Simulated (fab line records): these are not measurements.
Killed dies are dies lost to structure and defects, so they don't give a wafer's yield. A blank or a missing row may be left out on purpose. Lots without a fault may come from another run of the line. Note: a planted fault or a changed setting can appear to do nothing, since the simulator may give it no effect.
Which tool was responsible? ; flow berkeleyCmos170 ; route of 331 steps, sampled at 1 step: 15 lots, 45 wafers

== WHAT EACH GAUGE READ, for each wafer ==
No reading from a measuring or inspecting step in the record can be judged against a usual standard deviation.

== WHAT TOOL EACH LOT RAN ON (gives the tool, then ch and the chambers of the sampled wafers, and finally the start) ==
lot;UCB170_GATE_ANNEAL_03
L846;furnace-02 ch 0, day 6 02:59
L847;furnace-02 ch 0, day 6 08:49
L848;furnace-02 ch 0, day 6 08:49
L849;furnace-03 ch 0, day 6 12:25
L853;furnace-02 ch 0, day 7 01:51
L859;furnace-01 ch 0, day 8 15:14
L860;furnace-01 ch 0, day 8 21:11
L862;furnace-01 ch 0, day 8 21:11
L861;furnace-02 ch 0, day 9 16:44
L863;furnace-02 ch 0, day 9 16:44
L864;furnace-02 ch 0, day 9 16:44
L865;furnace-02 ch 0, day 9 16:44
L867;furnace-03 ch 0, day 9 22:46
L868;furnace-03 ch 0, day 9 22:46
L869;furnace-02 ch 0, day 10 09:37
- UCB170_GATE_ANNEAL_03: time 1800 s.

== WHAT THE TOOLS THEMSELVES READ (means of the sampled wafers that have a number; where no wafer has one, the mark that the record gives instead) ==
UCB170_GATE_ANNEAL_03.
lot;tool;spikeTcCentreC (C);spikeTcLoadC (C);spikeTcSourceC (C);tubeCenterTempC (C);tube_center_temp_C_max
L846;furnace-02;901.4;925.4;924.2;899.98;902.0
L847;furnace-02;902.5;925.1;924.3;899.95;902.0
L848;furnace-02;901.7;924.5;924.0;900.03;902.6
L849;furnace-03;904.0;922.2;920.5;900.09;902.7
L853;furnace-02;902.5;924.9;923.9;899.96;902.2
L859;furnace-01;864.9;890.9;885.0;862.39;864.9
L860;furnace-01;864.3;890.4;886.7;862.46;865.4
L862;furnace-01;864.9;890.2;885.3;862.50;864.6
L861;furnace-02;901.7;925.5;923.0;899.95;902.2
L863;furnace-02;901.6;924.4;923.8;899.97;902.4
L864;furnace-02;903.4;924.9;923.3;899.96;902.7
L865;furnace-02;902.4;924.6;922.7;899.98;902.4
L867;furnace-03;904.9;920.9;919.3;899.99;901.9
L868;furnace-03;905.5;921.7;919.5;899.94;902.4
L869;furnace-02;901.1;924.8;923.5;899.98;902.9

== THE ANSWER, worked out from the rows above alone ==
Rule: what is usual is taken from the lots themselves. Put in order of their means at a reading, lots are off if they are a third of the lots or fewer, leave a main group of 4 or more, and stand apart from it by a gap of 3 or more times the standard deviation of the main group's means; of several such gaps the widest counts. A main group is skipped when, at the precision printed for the reading in the tables above, its means are all equal. Also off: a lot with no number at a reading for which 4 or more lots have one. Any other lot the step has rows for is counted as sound. The gauges are gone through in route order, then the tools' own readings, and for those a lot's mean is taken as printed above. The first step at which some lot is off is used, and at that step the reading that is off furthest; a lot without a number counts as furthest.
Off, at UCB170_GATE_ANNEAL_03 on tubeCenterTempC: L859, L860, L862. Mean 899.98 C and standard deviation 0.04 in the main group.
A tool fits if, at that step or a process step before it, it ran every lot that is off, and no sound lot after the first of them. One fits: furnace-01 at UCB170_GATE_ANNEAL_03. It ran no sound lot before its first lot that is off in this sample, so the start can't be narrowed down.
The tool's own readings at UCB170_GATE_ANNEAL_03 bear it out: on the lots that are off they differ by more than 5 times the standard deviation of the sound lots' means. spikeTcCentreC reads 864.7 C there against 902.7 C on the sound lots; spikeTcLoadC reads 890.5 C there against 924.1 C on the sound lots; spikeTcSourceC reads 885.7 C there against 922.7 C on the sound lots; tubeCenterTempC reads 862.45 C there against 899.98 C on the sound lots; tube_center_temp_C_max reads 865.0 there against 902.4 on the sound lots.

== WHAT THE SIMULATOR HAD PUT IN ==
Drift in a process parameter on furnace-01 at UCB170_GATE_ANNEAL_03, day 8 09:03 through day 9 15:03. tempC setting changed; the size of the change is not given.
Lots struck among those shown: L859, L860, L862. The same result came from the rule above.
